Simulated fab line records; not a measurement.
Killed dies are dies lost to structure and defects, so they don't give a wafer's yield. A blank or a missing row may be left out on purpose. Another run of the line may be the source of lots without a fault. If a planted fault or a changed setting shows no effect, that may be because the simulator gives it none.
2 desks, one fault | flow berkeley_cmos170 | numbers are kept per desk, each desk with only its own; the story behind them comes last

## AT THE TOOL OWNER'S DESK: rie_metal-01
The tool's own readings at UCB170_M1_METAL_ETCH_12 (etches Al in Cl2/BCl3, stops on PSG, target depth 780 nm, time 132.9 s): means of the sampled wafers that have a number, for each lot that ran on this tool. Any lot whose mean is over 4 standard deviations away from the usual mean is out of limits and marked OUT; that distance is given in the brackets.
Columns: A = drypump_motor_current_A at UCB170_M1_METAL_ETCH_12, usual 5.8 A; B = mfc_cl2_sccm at UCB170_M1_METAL_ETCH_12, usual 89.96 sccm; C = oes_product_au at UCB170_M1_METAL_ETCH_12, usual 0.845 a.u.; D = throttle_valve_pct at UCB170_M1_METAL_ETCH_12, usual 24.43 %
lot  | first seen here | A   | B     | C     | D
L748 | day 8 04:46     | 6.3 | 89.81 | 0.848 | 24.45
L752 | day 9 02:35     | 6.3 | 90.18 | 0.853 | 24.46
L756 | day 9 12:10     | 6.3 | 89.74 | 0.846 | 24.44
L758 | day 10 02:08    | 6.2 | 89.88 | 0.840 | 24.38
L761 | day 11 02:53    | 6.2 | 90.05 | 0.863 | 24.38
L764 | day 11 14:39    | 6.2 | 89.98 | 0.875 | 24.38
This desk's verdict: no lot among the 6 shows anything out of limits.

## FROM THE METROLOGY DESK
Means of the sampled wafers that have a number, per lot and without regard to the tool the lot ran on: this is what the gauges read. Any lot whose mean is over 4 standard deviations away from the usual mean is out of limits and marked OUT; that distance is given in the brackets.
Columns: A = WELLDRIVE_OXIDE_THK at UCB170_WELLDRIVE_THK_MEAS_02, usual 197 nm; B = M3_BOW at UCB170_M3_BOW_MEAS_20, usual 35 um
lot  | first seen here | A   | B
L748 | day 3 22:31     | 193 | 39
L751 | day 4 06:19     | 199 | 27
L750 | day 4 06:20     | 194 | 35
L753 | day 4 17:02     | 198 | 32
L752 | day 4 17:07     | 198 | 27
L755 | day 5 05:08     | 203 | 35
L756 | day 5 11:11     | 204 | 43
L758 | day 5 23:58     | 201 | 30
L759 | day 5 23:58     | 203 | 38
L762 | day 6 20:16     | 197 | 40
L761 | day 6 20:20     | 195 | 38
L764 | day 7 08:46     | 198 | 42
L766 | day 7 08:46     | 192 | 31
L769 | day 8 13:40     | 192 | 43
This desk's verdict: no lot among the 14 shows anything out of limits.

## BROUGHT TOGETHER
The desk of the tool owner found nothing out of limits.
The metrology desk saw nothing out of limits.

## WHAT THE SIMULATOR PUT IN
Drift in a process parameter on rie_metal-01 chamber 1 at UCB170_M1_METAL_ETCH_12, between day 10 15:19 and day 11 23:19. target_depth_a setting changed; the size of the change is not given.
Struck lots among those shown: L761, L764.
